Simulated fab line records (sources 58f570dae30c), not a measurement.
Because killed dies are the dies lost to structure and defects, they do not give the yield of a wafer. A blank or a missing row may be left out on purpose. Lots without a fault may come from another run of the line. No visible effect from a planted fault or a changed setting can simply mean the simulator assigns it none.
A sampling plan put to the test	flow berkeley cmos170	one fab line, 31 faults that these records tell of, each judged on the records of the lots that it struck
Plan = the line's own looks (route steps where a gauge or an inspection reads the wafer without altering it). A look is open to judgement when struck wafers have a number at it and the file gives its usual mean and standard deviation on fault-free wafers. Caught: a look later than the fault's first step finds the struck wafers' mean 4 or more of those standard deviations (sigma) from the usual mean. On the tool: the identical test, applied to the tool's own readings at the steps of the fault. It also counts as caught if the struck wafers ran another recipe or if their record alone is blank.

## THE FAULTS, as the simulator had put them in
1. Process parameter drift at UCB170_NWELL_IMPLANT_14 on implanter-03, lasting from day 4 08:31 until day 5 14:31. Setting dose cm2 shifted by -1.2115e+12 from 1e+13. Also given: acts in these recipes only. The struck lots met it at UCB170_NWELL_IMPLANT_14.
2. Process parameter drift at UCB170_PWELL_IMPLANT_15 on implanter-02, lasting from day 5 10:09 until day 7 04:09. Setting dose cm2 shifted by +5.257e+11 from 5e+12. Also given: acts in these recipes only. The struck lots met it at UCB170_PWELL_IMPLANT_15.
3. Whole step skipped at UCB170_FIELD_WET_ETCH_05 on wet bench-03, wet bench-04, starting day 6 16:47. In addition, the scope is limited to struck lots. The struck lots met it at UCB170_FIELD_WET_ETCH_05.
4. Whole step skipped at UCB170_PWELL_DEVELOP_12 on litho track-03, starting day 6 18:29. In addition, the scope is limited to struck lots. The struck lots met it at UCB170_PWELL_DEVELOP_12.
5. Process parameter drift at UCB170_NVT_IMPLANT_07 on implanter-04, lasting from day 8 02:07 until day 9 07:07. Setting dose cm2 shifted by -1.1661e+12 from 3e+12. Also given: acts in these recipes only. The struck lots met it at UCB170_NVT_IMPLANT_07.
6. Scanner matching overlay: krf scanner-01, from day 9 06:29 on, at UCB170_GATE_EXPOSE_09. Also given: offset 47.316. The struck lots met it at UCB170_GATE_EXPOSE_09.
7. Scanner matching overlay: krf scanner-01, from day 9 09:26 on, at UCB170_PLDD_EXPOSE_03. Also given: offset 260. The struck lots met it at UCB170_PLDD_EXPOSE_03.
8. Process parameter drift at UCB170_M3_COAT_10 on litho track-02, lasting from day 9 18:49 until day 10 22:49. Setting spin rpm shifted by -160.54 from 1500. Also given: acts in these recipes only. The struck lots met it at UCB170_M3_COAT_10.
9. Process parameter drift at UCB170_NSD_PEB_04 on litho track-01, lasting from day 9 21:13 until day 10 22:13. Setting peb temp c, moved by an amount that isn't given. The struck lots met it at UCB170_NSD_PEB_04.
10. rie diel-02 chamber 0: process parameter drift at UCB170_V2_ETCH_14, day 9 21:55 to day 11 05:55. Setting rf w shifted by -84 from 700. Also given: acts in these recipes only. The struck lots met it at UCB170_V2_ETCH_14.
11. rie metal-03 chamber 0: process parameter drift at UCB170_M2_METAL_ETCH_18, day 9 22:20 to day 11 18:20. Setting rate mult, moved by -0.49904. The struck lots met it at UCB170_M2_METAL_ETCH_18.
12. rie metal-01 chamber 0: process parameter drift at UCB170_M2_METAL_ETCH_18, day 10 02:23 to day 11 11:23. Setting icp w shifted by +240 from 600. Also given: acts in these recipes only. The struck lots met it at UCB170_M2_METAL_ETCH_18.
13. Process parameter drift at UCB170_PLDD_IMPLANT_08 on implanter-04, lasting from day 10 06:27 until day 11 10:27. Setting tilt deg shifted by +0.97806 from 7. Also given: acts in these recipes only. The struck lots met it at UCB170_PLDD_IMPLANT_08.
14. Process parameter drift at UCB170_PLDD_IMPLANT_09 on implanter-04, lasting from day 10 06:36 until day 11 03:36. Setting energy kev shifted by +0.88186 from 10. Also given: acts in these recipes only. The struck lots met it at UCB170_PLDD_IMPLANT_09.
15. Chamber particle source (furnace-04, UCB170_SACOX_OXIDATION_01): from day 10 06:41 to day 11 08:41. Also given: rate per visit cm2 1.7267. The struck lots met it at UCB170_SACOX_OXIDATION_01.
16. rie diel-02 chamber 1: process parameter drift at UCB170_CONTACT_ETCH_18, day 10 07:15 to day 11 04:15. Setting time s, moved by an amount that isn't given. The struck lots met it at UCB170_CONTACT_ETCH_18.
17. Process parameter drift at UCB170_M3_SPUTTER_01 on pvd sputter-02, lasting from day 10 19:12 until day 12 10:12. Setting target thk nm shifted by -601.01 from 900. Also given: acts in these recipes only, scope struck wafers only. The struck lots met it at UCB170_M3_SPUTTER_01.
18. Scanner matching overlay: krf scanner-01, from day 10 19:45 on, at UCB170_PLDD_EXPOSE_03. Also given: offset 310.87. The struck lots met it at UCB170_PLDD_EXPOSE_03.
19. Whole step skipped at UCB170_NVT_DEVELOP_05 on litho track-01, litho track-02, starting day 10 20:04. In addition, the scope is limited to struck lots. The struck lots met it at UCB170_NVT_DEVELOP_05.
20. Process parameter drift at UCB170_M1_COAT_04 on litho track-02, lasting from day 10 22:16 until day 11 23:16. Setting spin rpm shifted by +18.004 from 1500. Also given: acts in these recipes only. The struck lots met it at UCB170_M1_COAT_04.
21. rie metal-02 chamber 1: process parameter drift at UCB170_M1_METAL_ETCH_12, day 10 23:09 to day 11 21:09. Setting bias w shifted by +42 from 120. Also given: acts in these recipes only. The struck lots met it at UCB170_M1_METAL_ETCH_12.
22. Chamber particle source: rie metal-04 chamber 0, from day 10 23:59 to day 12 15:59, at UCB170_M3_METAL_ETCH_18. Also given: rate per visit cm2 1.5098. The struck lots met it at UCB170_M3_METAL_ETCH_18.
23. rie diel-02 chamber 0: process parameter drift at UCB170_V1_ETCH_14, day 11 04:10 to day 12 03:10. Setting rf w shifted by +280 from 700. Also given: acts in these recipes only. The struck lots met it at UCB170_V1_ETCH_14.
24. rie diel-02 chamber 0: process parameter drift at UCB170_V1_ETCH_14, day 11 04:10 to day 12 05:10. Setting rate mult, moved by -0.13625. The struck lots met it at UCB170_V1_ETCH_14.
25. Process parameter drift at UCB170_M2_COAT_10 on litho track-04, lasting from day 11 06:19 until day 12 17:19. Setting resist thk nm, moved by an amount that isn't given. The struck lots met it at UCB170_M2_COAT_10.
26. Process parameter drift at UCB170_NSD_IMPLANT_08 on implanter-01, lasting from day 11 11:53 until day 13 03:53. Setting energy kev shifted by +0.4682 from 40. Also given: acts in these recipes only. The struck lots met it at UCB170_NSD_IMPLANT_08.
27. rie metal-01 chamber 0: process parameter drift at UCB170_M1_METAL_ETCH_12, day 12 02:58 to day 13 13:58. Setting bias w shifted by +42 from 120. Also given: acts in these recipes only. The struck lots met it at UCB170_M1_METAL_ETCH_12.
28. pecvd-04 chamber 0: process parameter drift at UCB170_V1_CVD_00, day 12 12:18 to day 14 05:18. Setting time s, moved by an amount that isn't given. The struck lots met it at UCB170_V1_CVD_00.
29. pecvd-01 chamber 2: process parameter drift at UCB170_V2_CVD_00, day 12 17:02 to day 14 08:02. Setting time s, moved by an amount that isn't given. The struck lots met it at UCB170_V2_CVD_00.
30. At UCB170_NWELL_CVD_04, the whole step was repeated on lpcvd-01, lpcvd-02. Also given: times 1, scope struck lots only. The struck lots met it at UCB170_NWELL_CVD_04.
31. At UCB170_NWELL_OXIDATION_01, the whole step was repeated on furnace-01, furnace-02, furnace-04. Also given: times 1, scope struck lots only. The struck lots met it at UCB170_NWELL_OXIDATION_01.

## WHAT THE PLAN SAW
fault	on the tool itself	first look that catches it	reading, sigma	median hours from its first step to that look	hours from the fault's start to the first struck lot there	judged looks passed uncaught
1	dose ions cm2 -99 or beyond sigma	UCB170_NWELL_TW_MEAS_16	NWELL_TW -9.4	0.2	9	0
2	dose ions cm2 +93 sigma	UCB170_PWELL_TW_MEAS_17	PWELL_TW +4.3	0.2	3	0
3	the tool's record is blank for the struck wafers	none of the 3 looks that can be judged after it	strongest: FIELD_OXIDE_LEFT_1_THK at UCB170_FIELD_THK_MEAS_90, +3.1	-	-	3
4	no reading that can be judged	no look after it can be judged	-	-	-	0
5	dose ions cm2 -99 or beyond sigma	UCB170_NVT_TW_MEAS_09	NVT_TW -28	0.2	0	0
6	no reading that can be judged	UCB170_GATE_OVL_MEAS_13	GATE_OVL +9.4	0.7	13	0
7	no reading that can be judged	UCB170_PLDD_OVL_MEAS_07	PLDD_OVL +49	0.7	13	0
8	spin speed rpm -99 or beyond sigma	not the one look that can be judged after it	-	-	-	1
9	heater power total W +62 sigma	UCB170_NSD_CD_MEAS_06	cd nm +17	0.3	14	0
10	rf fwd power W -38 sigma	no look after it can be judged	-	-	-	0
11	oes product au -16 sigma	UCB170_M2_CD_MEAS_90	cd nm +7.0	0.3	4	0
12	rf fwd power W +99 or beyond sigma	UCB170_M2_CD_MEAS_90	cd nm -6.0	0.3	1	0
13	tilt deg +49 sigma	no look after it can be judged	-	-	-	0
14	beam energy keV +99 or beyond sigma	not the one look that can be judged after it	strongest: PLDD_TW at UCB170_PLDD_TW_MEAS_11, +3.3	-	-	1
15	no reading that can be judged	none of the 3 looks that can be judged after it	-	-	-	3
16	run length s -99 or beyond sigma	no look after it can be judged	-	-	-	0
17	under 2 sigma	UCB170_M3_RS_MEAS_02	M3_AL_RS +99 or beyond	0.1	14	0
18	no reading that can be judged	UCB170_PLDD_OVL_MEAS_07	PLDD_OVL +59	0.8	7	0
19	no reading that can be judged	no look after it can be judged	-	-	-	0
20	spin speed rpm +19 sigma	not the one look that can be judged after it	-	-	-	1
21	bias w +99 or beyond sigma	no look after it can be judged	-	-	-	0
22	under 2 sigma	no look after it can be judged	-	-	-	0
23	rf fwd power W +99 or beyond sigma	UCB170_V1_CD_MEAS_90	cd nm +4.9	0.3	1	0
24	under 2 sigma	no look after it can be judged	-	-	-	0
25	under 2 sigma	not the one look that can be judged after it	-	-	-	1
26	beam energy keV +39 sigma	no look after it can be judged	-	-	-	0
27	bias w +99 or beyond sigma	no look after it can be judged	-	-	-	0
28	run length s +81 sigma	UCB170_V1_THK_MEAS_01	V1_TEOS_THK +11	0.2	9	0
29	run length s -56 sigma	UCB170_V2_THK_MEAS_01	V2_TEOS_THK -10	0.1	7	0
30	under 2 sigma	UCB170_NWELL_THK_MEAS_05	NWELL_NITRIDE_THK +94	5.9	-	0
31	under 2 sigma	UCB170_NWELL_THK_MEAS_02	NWELL_OXIDE_THK +24	3.7	-	0
A dash: this means the fault isn't caught or the number doesn't appear in these records.

Caught at a look: 15 of 31. Caught on the tool: 19 of 31. By one or the other: 25 of 31.
Caught on the tool alone: faults 3, 8, 10, 13, 14, 16, 20, 21, 26, 27.
Caught at a look alone: faults 6, 7, 17, 18, 30, 31.
Caught by neither: faults 4, 15, 19, 22, 24, 25.

## THINNER SAMPLING
In the worst case, this is how late the first struck lot would be measured if the look that catches a fault measured only every second or every third lot, by lot number:
fault	struck lots at that look, in order of time	every lot	every second lot	every third lot
1	L578, L581	9 h	16 h	may miss all 2
2	L326, L327	3 h	13 h	may miss all 2
5	L863, L866	0 h	19 h	may miss all 2
6	L761, L762, L763	13 h	13 h	31 h
7	L180, L182, L185, L184	13 h	41 h	41 h
9	L498, L499	14 h	15 h	may miss all 2
11	L286, L292	4 h	may miss all 2	may miss all 2
12	L670	1 h	may miss it	may miss it
17	L485	14 h	may miss it	may miss it
18	L553, L552, L557	7 h	7 h	23 h
23	L697, L699	1 h	may miss all 2	may miss all 2
28	L102	9 h	may miss it	may miss it
29	L247, L250	7 h	27 h	may miss all 2
Hours: fault start to first struck lot measured. 4 sigma limit: tested on the pooled struck wafers, so a lone lot may be under it. Other struck lots may not be in these records.

## THE LONGEST TIMED WAY FROM STEP TO LOOK
In fault 30, a median of 5.9 hours elapses between UCB170_NWELL_CVD_04 and UCB170_NWELL_THK_MEAS_05. No look between them can be judged.
